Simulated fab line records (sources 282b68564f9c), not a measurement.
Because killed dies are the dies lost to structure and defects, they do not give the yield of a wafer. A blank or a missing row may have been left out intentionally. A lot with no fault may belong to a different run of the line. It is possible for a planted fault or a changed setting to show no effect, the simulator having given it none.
Which tool was responsible?    flow rit-cmos    Sampling: 14 lots, 42 wafers, 2 of 202 route steps

== WHAT THE GAUGES READ, wafer by wafer ==
No reading from a measuring or inspecting step in the record can be judged against a usual standard deviation.

== WHAT TOOL EACH LOT RAN ON (gives the tool, then ch and the chambers of the sampled wafers, and finally the start) ==
lot   RIT_GATE_ETCH_19                 RIT_M1_PROBE_99
L503  rie-si-01 ch 0,1,2, day 2 14:25  prober-01, day 3 11:52
L504  rie-si-02 ch 1,2,3, day 3 00:34  prober-02, day 3 21:13
L505  rie-si-01 ch 0,1,2, day 3 02:34  prober-01, day 3 23:31
L506  rie-si-02 ch 0,3, day 3 06:41    prober-02, day 4 03:32
L507  rie-si-01 ch 0,1,3, day 3 12:41  prober-01, day 4 10:46
L509  rie-si-01 ch 0,1,3, day 4 00:43  prober-01, day 4 22:34
L510  rie-si-02 ch 1,2, day 4 02:04    prober-02, day 5 00:55
L511  rie-si-01 ch 0,2, day 4 08:37    prober-01, day 5 08:16
L513  rie-si-01 ch 1,3, day 4 19:03    prober-01, day 5 15:34
L515  rie-si-01 ch 0,1,3, day 5 12:05  prober-01, day 6 08:29
L516  rie-si-02 ch 0,2, day 5 16:47    prober-02, day 6 15:54
L519  rie-si-01 ch 2,3, day 6 20:42    prober-02, day 7 21:37
L521  rie-si-01 ch 0,2,3, day 7 02:25  prober-02, day 8 12:23
L522  rie-si-02 ch 1,2,3, day 7 14:13  prober-01, day 8 13:56
- RIT_GATE_ETCH_19: etches poly-Si in SF6/CHF3/O2, stops on SiO2, time 165 s, target depth 312.5 nm.
- RIT_M1_PROBE_99

== AS READ BY THE TOOLS THEMSELVES (means over the sampled wafers that have a number; for cases with no such wafer, the mark the record gives instead) ==
RIT_GATE_ETCH_19. Usual: drypump-motor-current-A 5.54 A, standard deviation 0.28; oes-product-au 0.849 a.u., standard deviation 0.016; rf-fwd-power-W 159.4 W, standard deviation 0.5; throttle-valve-pct 10.24 %, standard deviation 0.06.
lot   tool       drypump-motor-current-A (A)  oes-product-au (a.u.)  rf-fwd-power-W (W)  throttle-valve-pct (%)  flag
L503  rie-si-01  5.73                         0.843                  159.5               10.29                   
L504  rie-si-02  5.50                         0.857                  159.0               10.22                   
L505  rie-si-01  5.75                         0.847                  159.5               10.31                   
L506  rie-si-02  5.41                         0.836                  159.4               10.23                   
L507  rie-si-01  5.58                         0.841                  159.4               10.23                   
L509  rie-si-01  5.59                         0.847                  158.7               10.23                   
L510  rie-si-02  5.39                         0.864                  159.6               10.20                   
L511  rie-si-01  5.83                         0.840                  159.5               10.27                   
L513  rie-si-01  5.48                         0.854                  159.4               10.24                   
L515  rie-si-01  5.59                         0.837                  159.5               10.23                   
L516  rie-si-02  5.25                         0.840                  159.5               10.23                   
L519  rie-si-01  5.44                         0.862                  185.3               10.20                   OFF
L521  rie-si-01  5.65                         0.851                  184.7               10.24                   OFF
L522  rie-si-02  5.52                         0.862                  159.8               10.22                   

RIT_M1_PROBE_99. Usual: killed-at-contacts 0.1, standard deviation 0.3; killed-at-front-end 7, standard deviation 3.1; killed-dies 7, standard deviation 3.1; killed-open 3.8, standard deviation 2.3; killed-short 3.2, standard deviation 1.9.
lot   tool       killed-at-contacts  killed-at-front-end  killed-dies  killed-open  killed-short  flag
L503  prober-01  0.0                 10                   10           5.3          5.0           
L504  prober-02  0.0                 7                    7            4.3          2.7           
L505  prober-01  0.0                 7                    7            3.0          4.0           
L506  prober-02  0.0                 7                    7            4.3          2.3           
L507  prober-01  0.0                 8                    8            5.3          3.0           
L509  prober-01  0.3                 9                    9            3.7          5.3           
L510  prober-02  0.0                 11                   11           6.0          5.0           
L511  prober-01  0.3                 6                    7            4.0          2.7           
L513  prober-01  0.3                 5                    5            3.3          2.0           
L515  prober-01  0.0                 6                    6            2.7          3.0           
L516  prober-02  0.0                 11                   11           8.3          2.7           
L519  prober-02  0.0                 7                    7            3.3          3.3           
L521  prober-02  0.0                 8                    8            3.0          5.3           
L522  prober-01  0.0                 9                    9            5.7          3.3           

== THE ANSWER, worked out from the rows above alone ==
Rule: take the mean of a lot's wafers that have a number; if it is more than 3 standard deviations from the usual mean, the lot is off. Also off: a lot with no number at a reading for which 4 or more lots have one. Any other lot the step has rows for is counted as sound. First the gauges in route order, then the tools' own readings, where a lot's mean is used as printed above. At the first step where some lot is off, the reading lying furthest off is the one used; lots without a number count as furthest.
Off, at RIT_GATE_ETCH_19 on rf-fwd-power-W: L519, L521.
If a tool, at that step or one of the process steps before it, ran each lot that is off and ran no sound lot following the first of them, it fits. One candidate fits, namely rie-si-01 at RIT_GATE_ETCH_19. Its last sound lot is L515 (day 5 12:05), its first lot that is off L519 (day 6 20:42): a fault that began between those two fits.
The tool's own readings at RIT_GATE_ETCH_19 bear it out: on the lots that are off they differ by more than 5 times the standard deviation of the sound lots' means. rf-fwd-power-W reads 185.0 W there against 159.4 W on the sound lots.

== WHAT THE SIMULATOR HAD PUT IN ==
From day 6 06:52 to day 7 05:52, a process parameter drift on rie-si-01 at RIT_GATE_ETCH_19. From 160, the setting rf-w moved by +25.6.
Struck lots among those shown: L519, L521. The rule above found the same.
